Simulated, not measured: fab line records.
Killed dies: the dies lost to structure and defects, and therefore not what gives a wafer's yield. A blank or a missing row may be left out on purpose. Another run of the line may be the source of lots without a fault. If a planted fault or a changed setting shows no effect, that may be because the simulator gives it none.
Chamber matching ; flow berkeley-cmos170 ; cmp-02 running UCB170_V1_CMP_02: 4 sister chambers
The step polishes SiO2. 20 wafers are shown with their chamber, then 10 later ones without.

== EACH WAFER AND ITS CHAMBER ==
wafer;chamber;motor-current-A (A);platen-rpm (rpm);head-pressure-psi (psi)
L685.1;0;14.2;59.96;5.992
L685.3;2;13.1;59.96;5.979
L685.4;3;15.9;60.02;5.989
L687.1;0;14.0;60.06;6.002
L687.3;1;16.5;60.03;5.994
L687.5;2;13.3;60.02;6.000
L686.1;0;14.0;59.97;5.994
L686.3;2;13.0;60.04;5.995
L686.4;3;16.0;60.00;6.000
L691.3;3;16.6;59.98;6.012
L691.4;2;12.8;59.99;5.988
L691.5;0;14.3;60.06;6.007
L693.2;2;12.8;60.03;6.001
L693.3;1;16.4;59.97;6.016
L693.5;1;15.8;59.91;5.999
L695.1;2;13.2;60.00;5.999
L695.2;0;13.9;59.98;6.001
L695.3;3;16.0;60.05;5.988
L700.1;0;13.8;60.02;5.998
L700.4;3;16.3;60.02;6.010

SIGNATURES (averages over the wafers above)
reading;chamber 0;chamber 1;chamber 2;chamber 3;scatter within a chamber
motor-current-A;14.033;16.233;13.033;16.160;0.251
platen-rpm;60.0083;59.9700;60.0067;60.0140;0.039
head-pressure-psi;5.99900;6.00300;5.99367;5.99980;0.00901
Rule: a wafer's distance from a chamber is the root of the sum, over the readings, of the square of ((its reading less the chamber's mean) divided by the reading's scatter). If the next closest chamber is less than 2 further off than the closest, the wafer can't be placed; otherwise it belongs to the closest. The scatter is the square root of a quotient: the sum, over the shown wafers, of each reading's squared deviation from its chamber's mean, divided by wafers minus chambers.

== WAFERS WHOSE CHAMBER IS MISSING ==
wafer;motor-current-A (A);platen-rpm (rpm);head-pressure-psi (psi)
L700.5;15.7;59.98;6.027
L701.1;16.3;60.03;5.994
L701.3;14.0;60.01;5.990
L701.6;15.6;60.02;6.004
L706.4;13.3;59.93;5.996
L706.5;16.5;60.02;5.982
L706.6;13.9;60.04;5.983
L708.2;16.5;60.05;6.015
L708.5;16.7;59.99;5.987
L708.6;14.4;59.97;6.006

== WHICH CHAMBER EACH WENT THROUGH ==
wafer;from the rows above;in truth
L700.5;can't be placed: 1 or 3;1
L701.1;can't be placed: 3 or 1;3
L701.3;0;0
L701.6;can't be placed: 3 or 1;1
L706.4;can't be placed: 2 or 0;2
L706.5;can't be placed: 3 or 1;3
L706.6;can't be placed: 0 or 2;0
L708.2;can't be placed: 3 or 1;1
L708.5;can't be placed: 1 or 3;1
L708.6;0;0
Correctly placed: 2 of 10. Cannot be placed on the basis of these rows: 8; the candidates contain the true chamber in 8. Placed wrongly: 0.
